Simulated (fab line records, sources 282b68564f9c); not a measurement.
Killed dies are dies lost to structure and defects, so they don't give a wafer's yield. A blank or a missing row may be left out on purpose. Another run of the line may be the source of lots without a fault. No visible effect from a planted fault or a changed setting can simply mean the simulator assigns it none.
Which tool is to blame?    flow rit cmos    Sampling: 14 lots, 42 wafers, 6 of 202 route steps

WHAT EACH GAUGE READ, for each wafer
RIT_NWELL_OVL_MEAS_06.
lot   measured     on          NWELL_OVL (nm)
L764  day 1 23:15  overlay-02  0.9 -1.3 0.3
L768  day 2 20:15  overlay-02  1.7 1.4 -0.8
L771  day 3 08:35  overlay-01  -0.3 0.4 1.8
L772  day 3 15:24  overlay-01  -2.8 0.3 -2.1
L773  day 3 20:03  overlay-02  2.4 1.4 0.7
L775  day 4 04:43  overlay-01  0.4 1.4 1.5
L777  day 4 14:50  overlay-01  2.3 2.2 -0.6
L779  day 5 02:55  overlay-02  -0.4 0.1 -0.1
L780  day 5 07:20  overlay-02  -1.4 -0.4 -0.2
L782  day 5 17:02  overlay-01  -0.4 0.3 0.1
L783  day 5 21:56  overlay-01  0.9 1.4 2.7
L784  day 6 03:04  overlay-02  -1.9 0.7 -0.4
L785  day 6 06:10  overlay-02  0.6 -1.0 -0.7
L786  day 6 12:39  overlay-02  1.3 -0.1 -0.6

RIT_REOX_THK_MEAS_04.
lot   measured     on             REOX_OXIDE_THK (nm)
L764  day 2 22:52  film metro-01  25.3 25.4 25.3
L768  day 3 21:13  film metro-01  24.8 24.5 24.3
L771  day 4 08:34  film metro-04  25.6 25.6 25.8
L772  day 4 13:49  film metro-01  24.6 24.4 24.7
L773  day 4 21:23  film metro-02  24.3 24.6 24.6
L775  day 5 06:22  film metro-01  25.1 24.9 25.1
L777  day 5 12:47  film metro-01  25.1 24.7 25.0
L779  day 6 00:59  film metro-01  25.1 24.8 25.2
L780  day 6 05:10  film metro-01  25.1 25.2 25.3
L782  day 6 15:12  film metro-04  24.9 25.0 25.0
L783  day 6 22:20  film metro-04  25.0 25.0 24.7
L784  day 7 02:11  film metro-01  25.1 25.1 25.1
L785  day 7 04:44  film metro-01  25.2 24.8 24.9
L786  day 7 11:44  film metro-02  24.6 24.6 25.0

RIT_PLDD_OVL_MEAS_06.
lot   measured     on          PLDD_OVL (nm)
L764  day 3 01:31  overlay-02  -2.5 -3.6 -2.6
L768  day 3 23:40  overlay-02  0.0 0.0 1.3
L771  day 4 11:08  overlay-01  - - -
L772  day 4 16:28  overlay-01  - - -
L773  day 4 23:50  overlay-01  -0.3 -1.3 0.0
L775  day 5 08:51  overlay-01  -2.2 -4.3 -1.5
L777  day 5 15:13  overlay-01  0.1 -0.5 0.5
L779  day 6 03:20  overlay-01  -1.6 -0.1 -3.1
L780  day 6 07:34  overlay-02  0.6 -0.5 0.2
L782  day 6 17:56  overlay-01  1.2 -0.1 0.6
L783  day 7 00:47  overlay-01  -1.8 -0.9 -1.1
L784  day 7 04:53  overlay-02  -2.2 -1.9 -1.9
L785  day 7 07:24  overlay-01  -0.2 -0.5 -1.2
L786  day 7 14:06  overlay-02  0.1 0.4 1.1

RIT_NSD_TW_MEAS_10.
lot   measured     on             NSD_TW
L764  day 3 07:34  film metro-02  3113 3130 3150
L768  day 4 04:07  film metro-02  3122 3116 3117
L771  day 4 16:08  film metro-03  3327 3317 3307
L772  day 4 20:53  film metro-04  3324 3309 3314
L773  day 5 04:25  film metro-04  3117 3163 3135
L775  day 5 13:34  film metro-02  3144 3147 3149
L777  day 5 19:46  film metro-04  3113 3117 3117
L779  day 6 07:53  film metro-04  3143 3145 3159
L780  day 6 13:50  film metro-02  3152 3152 3150
L782  day 6 22:30  film metro-02  3144 3135 3139
L783  day 7 05:22  film metro-02  3130 3135 3133
L784  day 7 09:33  film metro-02  3124 3132 3127
L785  day 7 12:01  film metro-04  3149 3140 3136
L786  day 7 18:39  film metro-03  3130 3122 3122

RIT_PSD_OVL_MEAS_06.
lot   measured     on          PSD_OVL (nm)
L764  day 3 08:28  overlay-02  1.4 0.9 -2.2
L768  day 4 05:09  overlay-02  -2.2 -1.5 -2.9
L771  day 4 17:10  overlay-01  1.4 -2.7 0.5
L772  day 4 21:48  overlay-02  -2.9 -2.4 -2.2
L773  day 5 05:28  overlay-02  -0.3 0.7 0.1
L775  day 5 14:35  overlay-02  -4.0 -2.5 -1.4
L777  day 5 20:40  overlay-02  -1.4 -1.7 0.6
L779  day 6 08:48  overlay-01  -1.5 -1.2 -2.3
L780  day 6 14:52  overlay-02  -3.9 -3.2 -3.2
L782  day 6 23:33  overlay-01  -1.1 -0.7 -0.3
L783  day 7 06:16  overlay-01  -2.8 -1.4 -1.0
L784  day 7 10:35  overlay-02  1.0 -1.0 1.1
L785  day 7 13:02  overlay-02  0.1 -0.3 -2.7
L786  day 7 19:41  overlay-01  -0.8 -0.1 -0.7

WHAT TOOL EACH LOT RAN ON (gives the tool, then ch and the chambers of the sampled wafers, and finally the start)
lot   RIT_PLDD_COAT_01
L764  litho track-01 ch 0, day 3 00:44
L768  litho track-04 ch 0, day 3 22:51
L771  litho track-01, day 4 10:13
L772  litho track-04, day 4 15:38
L773  litho track-04 ch 0, day 4 23:02
L775  litho track-01 ch 0, day 5 08:00
L777  litho track-02 ch 0, day 5 14:31
L779  litho track-01 ch 0, day 6 02:40
L780  litho track-01 ch 0, day 6 06:47
L782  litho track-04 ch 0, day 6 17:01
L783  litho track-04 ch 0, day 7 00:06
L784  litho track-02 ch 0, day 7 03:55
L785  litho track-02 ch 0, day 7 06:36
L786  litho track-04 ch 0, day 7 13:24
- RIT_PLDD_COAT_01: resist thk 1000 nm.

AS READ BY THE TOOLS THEMSELVES (means over the sampled wafers that have a number; for cases with no such wafer, the mark the record gives instead)
RIT_PLDD_COAT_01.
lot   tool            chill plate temp C (C)  dispense pressure kPa (kPa)
L764  litho track-01  22.95                   54.3
L768  litho track-04  23.04                   47.8
L771  litho track-01  -                       -
L772  litho track-04  -                       -
L773  litho track-04  22.95                   47.8
L775  litho track-01  23.12                   54.2
L777  litho track-02  23.10                   48.1
L779  litho track-01  23.00                   54.2
L780  litho track-01  23.04                   54.2
L782  litho track-04  22.93                   47.9
L783  litho track-04  23.07                   47.9
L784  litho track-02  23.00                   48.2
L785  litho track-02  22.94                   48.2
L786  litho track-04  23.00                   47.8

THE ANSWER, worked out from the rows above alone
Rule: the usual values come from the lots themselves. Put in order of their means at a reading, lots are off if they are a third of the lots or fewer, leave a main group of 4 or more, and stand apart from it by a gap of 3 or more times the standard deviation of the main group's means; of several such gaps the widest counts. Not used: any main group whose means are identical at the precision the tables above print for the reading. A lot without any number at a reading at which 4 lots or more have one is off too. All remaining lots with rows at the step are treated as sound. First the gauges in route order, then the tools' own readings, where a lot's mean is used as printed above. At the first step where some lot is off, the reading lying furthest off is the one used; lots without a number count as furthest.
Off: L771, L772, at RIT_PLDD_OVL_MEAS_06 (PLDD_OVL). Without a number there: L771, L772. Main group: mean -0.8 nm, sd 1.2.
A tool fits if, at a process step before that reading, it ran every lot that is off, and no sound lot after the first of them. Not tried: the gauges at RIT_PLDD_OVL_MEAS_06; whatever is off there is also off at RIT_NSD_TW_MEAS_10, on other tools, and gauge error can't account for it. None of those tried fits.

WHAT THE SIMULATOR PUT IN
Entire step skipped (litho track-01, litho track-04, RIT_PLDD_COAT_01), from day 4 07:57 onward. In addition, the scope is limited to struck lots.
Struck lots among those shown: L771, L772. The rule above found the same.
